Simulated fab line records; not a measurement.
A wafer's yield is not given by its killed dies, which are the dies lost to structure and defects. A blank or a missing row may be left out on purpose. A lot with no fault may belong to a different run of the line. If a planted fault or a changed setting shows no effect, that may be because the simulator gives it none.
fab line records / flow ritCmos
[record] lots = 6 wafers = 18 lastDay = 7
route steps=202 shown PRETRO@69 GATE@75 FOX2@80 M1@202
lots that met no fault: taken from a fault-free run of the same line
startH: hours from the record's opening day to when the first of the lot's shown wafers began / waitH: hours from the lot's prior step to this one / " unchanged from the row above / L1.1+2: a single row standing in for several wafers / - value missing, or start not given / * or withheld: withheld / < > ~ a bound
route shown NAME@n: names a module that has steps shown in the file, with the first one's number in the route / usual: mean/standard deviation taken from wafers without a fault / same: alike in all rows / chamber/n: place in a boat / sites: each site's reading / _std_site: the standard deviation of these / _edge_site: mean of outer sites minus mean of inner sites / radiusMm: for every site, how far away it sits from the centre of the wafer / mask NAME#n: copy n / behind: the tool/chamber that last shaped the wafer / hold: reason for holding the lot/hours on hold/outcome of the hold / device: the n, p or np transistor that did not switch / end of line: tests run on the same wafers once the route is complete / a step with no rows: only its recipe / killed: at the first sort, the dies lost to defects and structure; wafer yield is something else / map: a wafer's dies, x killed, . not, _ none there
set.NAME: the setting the step ran with; set.NAME@STEP: the setting that earlier step ran with / model.NAME: the simulator's own value behind a step, which no gauge read
lots at some steps of the route; a table a step, a row a wafer
services: a tool's chamber out of use, with start hour (startH, from the record's first day; less than 0 if before it), hours out, and reason
[[steps]]
[step RIT_PRETRO_DEVELOP_05]
[recipe] resist = NOVOLAK developTimeS = 68 devTempC = 23
[step RIT_PRETRO_OVL_MEAS_06]
[usual] PRETRO_OVL = 0.2/1.2
lot.wafer=L984.3 tool=overlay-02 chamber=- startH=37.20 waitH=- PRETRO_OVL[nm]=1.7
lot.wafer=L984.5 tool=overlay-02 chamber=- startH=37.20 waitH=- PRETRO_OVL[nm]=2.1
lot.wafer=L984.6 tool=overlay-02 chamber=- startH=37.20 waitH=- PRETRO_OVL[nm]=0.6
lot.wafer=L988.1 tool=overlay-01 chamber=- startH=57.17 waitH=- PRETRO_OVL[nm]=0.2
lot.wafer=L988.4 tool=overlay-01 chamber=- startH=57.17 waitH=- PRETRO_OVL[nm]=-0.2
lot.wafer=L988.6 tool=overlay-01 chamber=- startH=57.17 waitH=- PRETRO_OVL[nm]=0.5
lot.wafer=L990.1 tool=overlay-02 chamber=- startH=69.66 waitH=- PRETRO_OVL[nm]=-1.1
lot.wafer=L990.5 tool=overlay-02 chamber=- startH=69.66 waitH=- PRETRO_OVL[nm]=-2.5
lot.wafer=L990.6 tool=overlay-02 chamber=- startH=69.66 waitH=- PRETRO_OVL[nm]=-1.8
lot.wafer=L994.1 tool=overlay-02 chamber=- startH=86.93 waitH=- PRETRO_OVL[nm]=-0.4
lot.wafer=L994.3 tool=overlay-02 chamber=- startH=86.93 waitH=- PRETRO_OVL[nm]=-1.8
lot.wafer=L994.6 tool=overlay-02 chamber=- startH=86.93 waitH=- PRETRO_OVL[nm]=-0.8
lot.wafer=L100.2 tool=overlay-01 chamber=- startH=117.74 waitH=- PRETRO_OVL[nm]=-0.1
lot.wafer=L100.4 tool=overlay-01 chamber=- startH=117.74 waitH=- PRETRO_OVL[nm]=-0.4
lot.wafer=L100.6 tool=overlay-01 chamber=- startH=117.74 waitH=- PRETRO_OVL[nm]=1.0
lot.wafer=L103.2 tool=overlay-01 chamber=- startH=136.25 waitH=- PRETRO_OVL[nm]=0.1
lot.wafer=L103.3 tool=overlay-01 chamber=- startH=136.25 waitH=- PRETRO_OVL[nm]=1.5
lot.wafer=L103.4 tool=overlay-01 chamber=- startH=136.25 waitH=- PRETRO_OVL[nm]=1.6
[step RIT_PRETRO_HARDBAKE_07]
[recipe] resist = NOVOLAK tempC = 140 timeS = 120
[step RIT_PRETRO_IMPLANT_08]
[recipe] species = B energyKev = 45 doseCm2 = 1.2e+13 tiltDeg = 7
[step RIT_PRETRO_STRIP_09]
[recipe] chemistry = O2 timeS = 180 resist = NOVOLAK platenTempC = withheld powerW = 500 pressureMtorr = 4000 o2FlowSccm = 4000
[usual] drypumpMotorCurrentA = 5.7/0.51
[same] timeS = 180
lot.wafer=L984.3 tool=plasmaAsher-03 chamber=0 startH=37.68 waitH=0.1 drypumpMotorCurrentA=5.8 rfHoursCounterH=-
lot.wafer=L984.5 tool=plasmaAsher-03 chamber=1 startH=37.68 waitH=0.1 drypumpMotorCurrentA=5.1 rfHoursCounterH=-
lot.wafer=L984.6 tool=plasmaAsher-03 chamber=0 startH=37.68 waitH=0.1 drypumpMotorCurrentA=5.7 rfHoursCounterH=-
lot.wafer=L988.1 tool=plasmaAsher-04 chamber=1 startH=57.61 waitH=0.1 drypumpMotorCurrentA=5.2 rfHoursCounterH=47
lot.wafer=L988.4 tool=plasmaAsher-04 chamber=0 startH=57.61 waitH=0.1 drypumpMotorCurrentA=6.6 rfHoursCounterH=-
lot.wafer=L988.6 tool=plasmaAsher-04 chamber=0 startH=57.61 waitH=0.1 drypumpMotorCurrentA=6.6 rfHoursCounterH=-
lot.wafer=L990.1 tool=plasmaAsher-03 chamber=0 startH=70.09 waitH=0.1 drypumpMotorCurrentA=5.7 rfHoursCounterH=33
lot.wafer=L990.5 tool=plasmaAsher-03 chamber=0 startH=70.09 waitH=0.1 drypumpMotorCurrentA=5.7 rfHoursCounterH=-
lot.wafer=L990.6 tool=plasmaAsher-03 chamber=1 startH=70.09 waitH=0.1 drypumpMotorCurrentA=5.1 rfHoursCounterH=-
lot.wafer=L994.1 tool=plasmaAsher-03 chamber=1 startH=87.37 waitH=0.1 drypumpMotorCurrentA=5.1 rfHoursCounterH=35
lot.wafer=L994.3 tool=plasmaAsher-03 chamber=0 startH=87.37 waitH=0.1 drypumpMotorCurrentA=5.8 rfHoursCounterH=-
lot.wafer=L994.6 tool=plasmaAsher-03 chamber=1 startH=87.37 waitH=0.1 drypumpMotorCurrentA=5.1 rfHoursCounterH=-
lot.wafer=L100.2 tool=plasmaAsher-04 chamber=0 startH=118.17 waitH=0.1 drypumpMotorCurrentA=6.6 rfHoursCounterH=0
lot.wafer=L100.4 tool=plasmaAsher-04 chamber=1 startH=118.17 waitH=0.1 drypumpMotorCurrentA=5.2 rfHoursCounterH=-
lot.wafer=L100.6 tool=plasmaAsher-04 chamber=1 startH=118.17 waitH=0.1 drypumpMotorCurrentA=5.2 rfHoursCounterH=-
lot.wafer=L103.2 tool=plasmaAsher-03 chamber=1 startH=136.68 waitH=0.1 drypumpMotorCurrentA=5.1 rfHoursCounterH=40
lot.wafer=L103.3 tool=plasmaAsher-03 chamber=0 startH=136.68 waitH=0.1 drypumpMotorCurrentA=5.8 rfHoursCounterH=-
lot.wafer=L103.4 tool=plasmaAsher-03 chamber=1 startH=136.68 waitH=0.1 drypumpMotorCurrentA=5.1 rfHoursCounterH=-
[step RIT_PRETRO_TW_MEAS_10]
[usual] PRETRO_TW = 477/6.4
lot.wafer=L984.3 tool=filmMetro-03 chamber=- startH=37.82 waitH=0.1 PRETRO_TW=482
lot.wafer=L984.5 tool=filmMetro-03 chamber=- startH=37.82 waitH=0.1 PRETRO_TW=480
lot.wafer=L984.6 tool=filmMetro-03 chamber=- startH=37.82 waitH=0.1 PRETRO_TW=481
lot.wafer=L988.1 tool=filmMetro-03 chamber=- startH=57.78 waitH=0.1 PRETRO_TW=483
lot.wafer=L988.4 tool=filmMetro-03 chamber=- startH=57.78 waitH=0.1 PRETRO_TW=484
lot.wafer=L988.6 tool=filmMetro-03 chamber=- startH=57.78 waitH=0.1 PRETRO_TW=483
lot.wafer=L990.1 tool=filmMetro-03 chamber=- startH=70.27 waitH=0.1 PRETRO_TW=485
lot.wafer=L990.5 tool=filmMetro-03 chamber=- startH=70.27 waitH=0.1 PRETRO_TW=481
lot.wafer=L990.6 tool=filmMetro-03 chamber=- startH=70.27 waitH=0.1 PRETRO_TW=482
lot.wafer=L994.1 tool=filmMetro-02 chamber=- startH=87.54 waitH=0.1 PRETRO_TW=469
lot.wafer=L994.3 tool=filmMetro-02 chamber=- startH=87.54 waitH=0.1 PRETRO_TW=467
lot.wafer=L994.6 tool=filmMetro-02 chamber=- startH=87.54 waitH=0.1 PRETRO_TW=470
lot.wafer=L100.2 tool=filmMetro-02 chamber=- startH=118.36 waitH=0.1 PRETRO_TW=467
lot.wafer=L100.4 tool=filmMetro-02 chamber=- startH=118.36 waitH=0.1 PRETRO_TW=470
lot.wafer=L100.6 tool=filmMetro-02 chamber=- startH=118.36 waitH=0.1 PRETRO_TW=469
lot.wafer=L103.2 tool=filmMetro-02 chamber=- startH=136.86 waitH=0.1 PRETRO_TW=466
lot.wafer=L103.3 tool=filmMetro-02 chamber=- startH=136.86 waitH=0.1 PRETRO_TW=468
lot.wafer=L103.4 tool=filmMetro-02 chamber=- startH=136.86 waitH=0.1 PRETRO_TW=464
[step RIT_GATE_WET_ETCH_00]
[recipe] chemistry = BOE target = SiO2 targetDepthNm = 56 timeS = 60 dry = n2Spin dilution = 10:1 tempC = 21.5
[step RIT_GATE_CLEAN_01]
[recipe] chemistry = SC1 mix = 3:3:50 timeS = 600 tempC = 75
[step RIT_GATE_CLEAN_02]
[recipe] chemistry = dHF dilution = 50:1 timeS = 30.91
[step RIT_GATE_CLEAN_03]
[recipe] chemistry = SC2 mix = 3:3:50 timeS = 600 tempC = 75 dry = n2Spin
[step RIT_GATE_CLEAN_04]
[recipe] chemistry = dHF dilution = 50:1 timeS = 60 dry = n2Spin
[step RIT_FOX2_THK_MEAS_91]
[recipe] reads = SiO2_of_FOX2_OXIDATION_00
[usual] FIELD_OXIDE_LEFT_2_THK = 254/6.3
lot.wafer=L984.3 tool=filmMetro-02 chamber=- startH=38.29 waitH=0.0 FIELD_OXIDE_LEFT_2_THK[nm]=260
lot.wafer=L984.5 tool=filmMetro-02 chamber=- startH=38.29 waitH=0.0 FIELD_OXIDE_LEFT_2_THK[nm]=267
lot.wafer=L984.6 tool=filmMetro-02 chamber=- startH=38.29 waitH=0.0 FIELD_OXIDE_LEFT_2_THK[nm]=259
lot.wafer=L988.1 tool=filmMetro-04 chamber=- startH=58.28 waitH=0.0 FIELD_OXIDE_LEFT_2_THK[nm]=248
lot.wafer=L988.4 tool=filmMetro-04 chamber=- startH=58.28 waitH=0.0 FIELD_OXIDE_LEFT_2_THK[nm]=252
lot.wafer=L988.6 tool=filmMetro-04 chamber=- startH=58.28 waitH=0.0 FIELD_OXIDE_LEFT_2_THK[nm]=250
lot.wafer=L990.1 tool=filmMetro-04 chamber=- startH=71.04 waitH=0.0 FIELD_OXIDE_LEFT_2_THK[nm]=244
lot.wafer=L990.5 tool=filmMetro-04 chamber=- startH=71.04 waitH=0.0 FIELD_OXIDE_LEFT_2_THK[nm]=238
lot.wafer=L990.6 tool=filmMetro-04 chamber=- startH=71.04 waitH=0.0 FIELD_OXIDE_LEFT_2_THK[nm]=239
lot.wafer=L994.1 tool=filmMetro-02 chamber=- startH=88.02 waitH=0.0 FIELD_OXIDE_LEFT_2_THK[nm]=244
lot.wafer=L994.3 tool=filmMetro-02 chamber=- startH=88.02 waitH=0.0 FIELD_OXIDE_LEFT_2_THK[nm]=248
lot.wafer=L994.6 tool=filmMetro-02 chamber=- startH=88.02 waitH=0.0 FIELD_OXIDE_LEFT_2_THK[nm]=250
lot.wafer=L100.2 tool=filmMetro-03 chamber=- startH=118.87 waitH=0.0 FIELD_OXIDE_LEFT_2_THK[nm]=253
lot.wafer=L100.4 tool=filmMetro-03 chamber=- startH=118.87 waitH=0.0 FIELD_OXIDE_LEFT_2_THK[nm]=250
lot.wafer=L100.6 tool=filmMetro-03 chamber=- startH=118.87 waitH=0.0 FIELD_OXIDE_LEFT_2_THK[nm]=256
lot.wafer=L103.2 tool=filmMetro-02 chamber=- startH=137.34 waitH=0.0 FIELD_OXIDE_LEFT_2_THK[nm]=264
lot.wafer=L103.3 tool=filmMetro-02 chamber=- startH=137.34 waitH=0.0 FIELD_OXIDE_LEFT_2_THK[nm]=256
lot.wafer=L103.4 tool=filmMetro-02 chamber=- startH=137.34 waitH=0.0 FIELD_OXIDE_LEFT_2_THK[nm]=258
[step RIT_GATE_OXIDATION_05]
[recipe] tempC = 900 ambient = O2 targetThkA = 30 oxTimeS = 270
lot.wafer=L984.3 tool=furnace-02 chamber=0 startH=39.69 waitH=1.4 model.SiO2_of_GATE_OXIDATION_05.thkNm=2.952
lot.wafer=L984.5 tool=furnace-02 chamber=0 startH=39.69 waitH=1.4 model.SiO2_of_GATE_OXIDATION_05.thkNm=2.971
lot.wafer=L984.6 tool=furnace-02 chamber=0 startH=39.69 waitH=1.4 model.SiO2_of_GATE_OXIDATION_05.thkNm=2.941
lot.wafer=L988.1 tool=furnace-03 chamber=0 startH=58.34 waitH=0.1 model.SiO2_of_GATE_OXIDATION_05.thkNm=3.048
lot.wafer=L988.4 tool=furnace-03 chamber=0 startH=58.34 waitH=0.1 model.SiO2_of_GATE_OXIDATION_05.thkNm=3.04
lot.wafer=L988.6 tool=furnace-03 chamber=0 startH=58.34 waitH=0.1 model.SiO2_of_GATE_OXIDATION_05.thkNm=3.101
lot.wafer=L990.1 tool=furnace-03 chamber=0 startH=71.79 waitH=0.7 model.SiO2_of_GATE_OXIDATION_05.thkNm=3.312
lot.wafer=L990.5 tool=furnace-03 chamber=0 startH=71.79 waitH=0.7 model.SiO2_of_GATE_OXIDATION_05.thkNm=3.335
lot.wafer=L990.6 tool=furnace-03 chamber=0 startH=71.79 waitH=0.7 model.SiO2_of_GATE_OXIDATION_05.thkNm=3.309
lot.wafer=L994.1 tool=furnace-03 chamber=0 startH=89.38 waitH=1.3 model.SiO2_of_GATE_OXIDATION_05.thkNm=3.278
lot.wafer=L994.3 tool=furnace-03 chamber=0 startH=89.38 waitH=1.3 model.SiO2_of_GATE_OXIDATION_05.thkNm=3.322
lot.wafer=L994.6 tool=furnace-03 chamber=0 startH=89.38 waitH=1.3 model.SiO2_of_GATE_OXIDATION_05.thkNm=3.333
lot.wafer=L100.2 tool=furnace-01 chamber=0 startH=120.01 waitH=1.1 model.SiO2_of_GATE_OXIDATION_05.thkNm=3.023
lot.wafer=L100.4 tool=furnace-01 chamber=0 startH=120.01 waitH=1.1 model.SiO2_of_GATE_OXIDATION_05.thkNm=3.003
lot.wafer=L100.6 tool=furnace-01 chamber=0 startH=120.01 waitH=1.1 model.SiO2_of_GATE_OXIDATION_05.thkNm=2.984
lot.wafer=L103.2 tool=furnace-02 chamber=0 startH=137.39 waitH=0.0 model.SiO2_of_GATE_OXIDATION_05.thkNm=3.043
lot.wafer=L103.3 tool=furnace-02 chamber=0 startH=137.39 waitH=0.0 model.SiO2_of_GATE_OXIDATION_05.thkNm=3.004
lot.wafer=L103.4 tool=furnace-02 chamber=0 startH=137.39 waitH=0.0 model.SiO2_of_GATE_OXIDATION_05.thkNm=3.022
[step RIT_GATE_ANNEAL_06]
[recipe] tempC = 900 timeS = 600 ambient = N2O
[step RIT_GATE_THK_MEAS_07]
[recipe] reads = SiO2_of_GATE_OXIDATION_05
[usual] GATE_OXIDE_THK = 3.01/0.077
lot.wafer=L984.3 tool=filmMetro-03 chamber=- startH=41.04 waitH=0.0 hold=- GATE_OXIDE_THK[nm]=2.99
lot.wafer=L984.5 tool=filmMetro-03 chamber=- startH=41.04 waitH=0.0 hold=- GATE_OXIDE_THK[nm]=3.04
lot.wafer=L984.6 tool=filmMetro-03 chamber=- startH=41.04 waitH=0.0 hold=- GATE_OXIDE_THK[nm]=2.91
lot.wafer=L988.1 tool=filmMetro-04 chamber=- startH=59.67 waitH=0.0 hold=- GATE_OXIDE_THK[nm]=3.03
lot.wafer=L988.4 tool=filmMetro-04 chamber=- startH=59.67 waitH=0.0 hold=- GATE_OXIDE_THK[nm]=3.03
lot.wafer=L988.6 tool=filmMetro-04 chamber=- startH=59.67 waitH=0.0 hold=- GATE_OXIDE_THK[nm]=3.11
lot.wafer=L990.1 tool=filmMetro-03 chamber=- startH=73.12 waitH=0.0 hold=awaitDispo/0.2h/release GATE_OXIDE_THK[nm]=3.34
lot.wafer=L990.5 tool=filmMetro-03 chamber=- startH=73.12 waitH=0.0 hold=awaitDispo/0.2h/release GATE_OXIDE_THK[nm]=3.39
lot.wafer=L990.6 tool=filmMetro-03 chamber=- startH=73.12 waitH=0.0 hold=awaitDispo/0.2h/release GATE_OXIDE_THK[nm]=3.36
lot.wafer=L990.1 tool=filmMetro-03 chamber=- startH=73.34 waitH=0.2 hold=- GATE_OXIDE_THK[nm]=3.32
lot.wafer=L990.5 tool=filmMetro-03 chamber=- startH=73.34 waitH=0.2 hold=- GATE_OXIDE_THK[nm]=3.33
lot.wafer=L990.6 tool=filmMetro-03 chamber=- startH=73.34 waitH=0.2 hold=- GATE_OXIDE_THK[nm]=3.32
lot.wafer=L994.1 tool=filmMetro-02 chamber=- startH=90.70 waitH=0.0 hold=awaitDispo/0.2h/release GATE_OXIDE_THK[nm]=3.33
lot.wafer=L994.3 tool=filmMetro-02 chamber=- startH=90.70 waitH=0.0 hold=awaitDispo/0.2h/release GATE_OXIDE_THK[nm]=3.32
lot.wafer=L994.6 tool=filmMetro-02 chamber=- startH=90.70 waitH=0.0 hold=awaitDispo/0.2h/release GATE_OXIDE_THK[nm]=3.34
lot.wafer=L994.1 tool=filmMetro-02 chamber=- startH=90.93 waitH=0.2 hold=- GATE_OXIDE_THK[nm]=3.25
lot.wafer=L994.3 tool=filmMetro-02 chamber=- startH=90.93 waitH=0.2 hold=- GATE_OXIDE_THK[nm]=3.34
lot.wafer=L994.6 tool=filmMetro-02 chamber=- startH=90.93 waitH=0.2 hold=- GATE_OXIDE_THK[nm]=3.40
lot.wafer=L100.2 tool=filmMetro-02 chamber=- startH=121.55 waitH=0.0 hold=- GATE_OXIDE_THK[nm]=2.99
lot.wafer=L100.4 tool=filmMetro-02 chamber=- startH=121.55 waitH=0.0 hold=- GATE_OXIDE_THK[nm]=3.02
lot.wafer=L100.6 tool=filmMetro-02 chamber=- startH=121.55 waitH=0.0 hold=- GATE_OXIDE_THK[nm]=2.95
lot.wafer=L103.2 tool=filmMetro-03 chamber=- startH=138.72 waitH=0.0 hold=- GATE_OXIDE_THK[nm]=3.02
lot.wafer=L103.3 tool=filmMetro-03 chamber=- startH=138.72 waitH=0.0 hold=- GATE_OXIDE_THK[nm]=2.98
lot.wafer=L103.4 tool=filmMetro-03 chamber=- startH=138.72 waitH=0.0 hold=- GATE_OXIDE_THK[nm]=3.03
[step RIT_M1_PROBE_99]
[usual] killed_at_M0_to_M3 = 0.0/0.14 killedAtContacts = 0.1/0.3 killedAtFrontEnd = 6.5/2.9 killedDies = 6.6/3 killedOpen = 3.3/2 killedShort = 3.3/1.9
[same] grossDies = 264 killed_at_M4_up = 0 killedAtBackSide = 0 killedAtOther = 0
lot.wafer=L988.1 tool=prober-02 chamber=- startH=83.67 waitH=0.1 killed_at_M0_to_M3=0 killedAtContacts=0 killedAtFrontEnd=8 killedDies=8 killedOpen=2 killedShort=6
lot.wafer=L988.4 tool=prober-02 chamber=- startH=83.82 waitH=0.2 killed_at_M0_to_M3=0 killedAtContacts=0 killedAtFrontEnd=8 killedDies=8 killedOpen=5 killedShort=3
lot.wafer=L988.6 tool=prober-02 chamber=- startH=83.92 waitH=0.2 killed_at_M0_to_M3=0 killedAtContacts=0 killedAtFrontEnd=12 killedDies=12 killedOpen=5 killedShort=7
lot.wafer=L990.1 tool=prober-02 chamber=- startH=104.28 waitH=0.1 killed_at_M0_to_M3=0 killedAtContacts=0 killedAtFrontEnd=8 killedDies=8 killedOpen=3 killedShort=5
lot.wafer=L990.5 tool=prober-02 chamber=- startH=104.48 waitH=0.2 killed_at_M0_to_M3=0 killedAtContacts=0 killedAtFrontEnd=7 killedDies=7 killedOpen=3 killedShort=4
lot.wafer=L990.6 tool=prober-02 chamber=- startH=104.53 waitH=0.2 killed_at_M0_to_M3=0 killedAtContacts=0 killedAtFrontEnd=5 killedDies=5 killedOpen=4 killedShort=1
lot.wafer=L994.1 tool=prober-02 chamber=- startH=124.03 waitH=0.1 killed_at_M0_to_M3=1 killedAtContacts=0 killedAtFrontEnd=6 killedDies=7 killedOpen=1 killedShort=6
lot.wafer=L994.3 tool=prober-02 chamber=- startH=124.13 waitH=0.2 killed_at_M0_to_M3=0 killedAtContacts=0 killedAtFrontEnd=6 killedDies=6 killedOpen=4 killedShort=2
lot.wafer=L994.6 tool=prober-02 chamber=- startH=124.28 waitH=0.2 killed_at_M0_to_M3=0 killedAtContacts=0 killedAtFrontEnd=2 killedDies=2 killedOpen=1 killedShort=1
lot.wafer=L103.2 tool=prober-01 chamber=- startH=166.97 waitH=0.1 killed_at_M0_to_M3=0 killedAtContacts=0 killedAtFrontEnd=7 killedDies=7 killedOpen=3 killedShort=4
lot.wafer=L103.3 tool=prober-01 chamber=- startH=167.02 waitH=0.2 killed_at_M0_to_M3=0 killedAtContacts=0 killedAtFrontEnd=8 killedDies=8 killedOpen=4 killedShort=4
lot.wafer=L103.4 tool=prober-01 chamber=- startH=167.07 waitH=0.2 killed_at_M0_to_M3=0 killedAtContacts=0 killedAtFrontEnd=7 killedDies=7 killedOpen=5 killedShort=2
// killed by level:class
L988.1 GATE:geometricParticle:short=5 FOX2:geometricParticle:short=1 FOX2:geometricParticle:open=1 SILICIDE:geometricParticle:open=1
L988.4 GATE:geometricParticle:open=5 GATE:geometricParticle:short=2 FOX1:geometricParticle:short=1
L988.6 FOX2:geometricParticle:open=2 FOX2:geometricParticle:short=2 GATE:geometricParticle:short=2 GATE:geometricParticle:open=2 REOX:geometricParticle:short=2 REOX:geometricParticle:open=1 SILICIDE:geometricParticle:short=1
L990.1 FOX2:geometricParticle:open=2 FOX2:geometricParticle:short=1 GATE:geometricParticle:short=1 GATE:geometricParticle:open=1 REOX:geometricParticle:short=1 SPACER:geometricParticle:short=1 SILICIDE:geometricParticle:short=1
L990.5 GATE:geometricParticle:short=3 REOX:geometricParticle:open=2 REOX:geometricParticle:short=1 SILICIDE:geometricParticle:open=1
L990.6 GATE:geometricParticle:open=4 GATE:geometricParticle:short=1
L994.1 FOX1:geometricParticle:short=1 FOX2:geometricParticle:short=1 GATE:geometricParticle:short=1 GATE:geometricParticle:open=1 REOX:geometricParticle:short=1 SPACER:geometricParticle:short=1 M1:geometricParticle:short=1
L994.3 GATE:geometricParticle:open=3 FOX1:geometricParticle:short=1 FOX2:geometricParticle:open=1 SPACER:geometricParticle:short=1
L994.6 REOX:geometricParticle:open=1 SILICIDE:geometricParticle:short=1
L103.2 GATE:geometricParticle:short=2 FOX1:geometricParticle:open=1 FOX1:geometricParticle:short=1 FOX2:geometricParticle:open=1 GATE:geometricParticle:open=1 SPACER:geometricParticle:short=1
L103.3 SILICIDE:geometricParticle:short=2 SPACER:geometricParticle:open=2 SILICIDE:geometricParticle:open=2 GATE:geometricParticle:short=1 SPACER:geometricParticle:short=1
L103.4 GATE:geometricParticle:open=3 FOX1:geometricParticle:open=1 GATE:geometricParticle:short=1 SPACER:geometricParticle:short=1 SPACER:geometricParticle:open=1
[[services]]
tool=furnace-03 chamber=- startH=27.02 hours=3.2 kind=pm
tool=furnace-01 chamber=- startH=36.75 hours=3.3 kind=pm
tool=furnace-02 chamber=- startH=76.75 hours=4.0 kind=pm
tool=plasmaAsher-04 chamber=0 startH=117.75 hours=- kind=clean
tool=plasmaAsher-04 chamber=1 startH=117.75 hours=- kind=clean
[[key]]
[firstSign] step = RIT_GATE_THK_MEAS_07 reading = visit direction = added
[effect] step = RIT_GATE_THK_MEAS_07 reading = GATE_OXIDE_THK direction = up sigmas = 4.4 usual = 3.01 struck = 3.35
[modelEffect] step = RIT_GATE_OXIDATION_05 value = SiO2_of_GATE_OXIDATION_05.thkNm without = 3.072 struck = 3.315
metAt RIT_GATE_OXIDATION_05
struckWafers L990.1,L990.5,L990.6,L994.1,L994.3,L994.6
testerLeftOut L990,L994
onsetBetween 58.34 71.79
[fault] kind = processParameterDrift tool = furnace-03 chamber = - onsetH = 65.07 steps = RIT_GATE_OXIDATION_05 channel = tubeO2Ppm offset = 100 shape = step endH = 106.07
// testerLeftOut: of these lots the tester's yield and bins aren't shown, on N5 and GAA mostly nor the transistor test; their killed dies are dies lost to structure and defects alone, not to doping, threshold or leakage, so they don't give the yield
